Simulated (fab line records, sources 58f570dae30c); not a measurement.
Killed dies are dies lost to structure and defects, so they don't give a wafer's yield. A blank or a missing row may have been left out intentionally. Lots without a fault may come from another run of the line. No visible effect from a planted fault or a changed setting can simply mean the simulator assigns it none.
Which of the tools did it? + flow berkeley cmos170 + 21 wafers from 7 lots sampled at 2 of the route's 331 steps

== WHAT THE GAUGES SHOWED, per wafer ==
UCB170_PFIELD_OVL_MEAS_06.
| lot  | measured     | on         | PFIELD_OVL (nm) |
|------|--------------|------------|-----------------|
| L527 | day 5 05:54  | overlay-01 | -1 -4 -5        |
| L530 | day 6 02:23  | overlay-01 | -4 -7 -4        |
| L534 | day 6 16:22  | overlay-02 | 5 8 10          |
| L537 | day 7 12:26  | overlay-01 | 8 8 8           |
| L542 | day 8 04:40  | overlay-02 | 4 1 2           |
| L546 | day 9 09:05  | overlay-01 | 7 3 6           |
| L549 | day 10 10:02 | overlay-01 | 16 15 13        |

== EACH LOT AND THE TOOL THAT RAN IT (in order: tool; ch and the chambers of the sampled wafers; start) ==
| lot  | UCB170_NWELL_STRIP_15               |
|------|-------------------------------------|
| L527 | plasma asher-02 ch 0,1, day 2 21:03 |
| L530 | plasma asher-02 ch 0,1, day 3 09:34 |
| L534 | plasma asher-01 ch 0,1, day 4 07:11 |
| L537 | plasma asher-01 ch 0,1, day 4 18:43 |
| L542 | plasma asher-04 ch 0,1, day 5 23:31 |
| L546 | plasma asher-04 ch 0,1, day 6 18:31 |
| L549 | plasma asher-01 ch 1, day 7 15:11   |
- UCB170_NWELL_STRIP_15: strips in O2.

== THE ANSWER, worked out from the rows above alone ==
Rule: the lots themselves supply what counts as usual. The widest of any qualifying gaps counts: lots, ordered by their means at a reading, are off when they make up no more than a third of the lots, leave a main group of 4 or more, and stand apart from it by 3 or more times the standard deviation of that group's means. A main group whose means are all the same, to the digits that the tables above print for the reading, isn't used. Also off: a lot with no number at a reading for which 4 or more lots have one. All remaining lots with rows at the step are treated as sound.
No lot is off at any reading shown: from this, nothing can be told.

== WHAT HAD BEEN PUT IN BY THE SIMULATOR ==
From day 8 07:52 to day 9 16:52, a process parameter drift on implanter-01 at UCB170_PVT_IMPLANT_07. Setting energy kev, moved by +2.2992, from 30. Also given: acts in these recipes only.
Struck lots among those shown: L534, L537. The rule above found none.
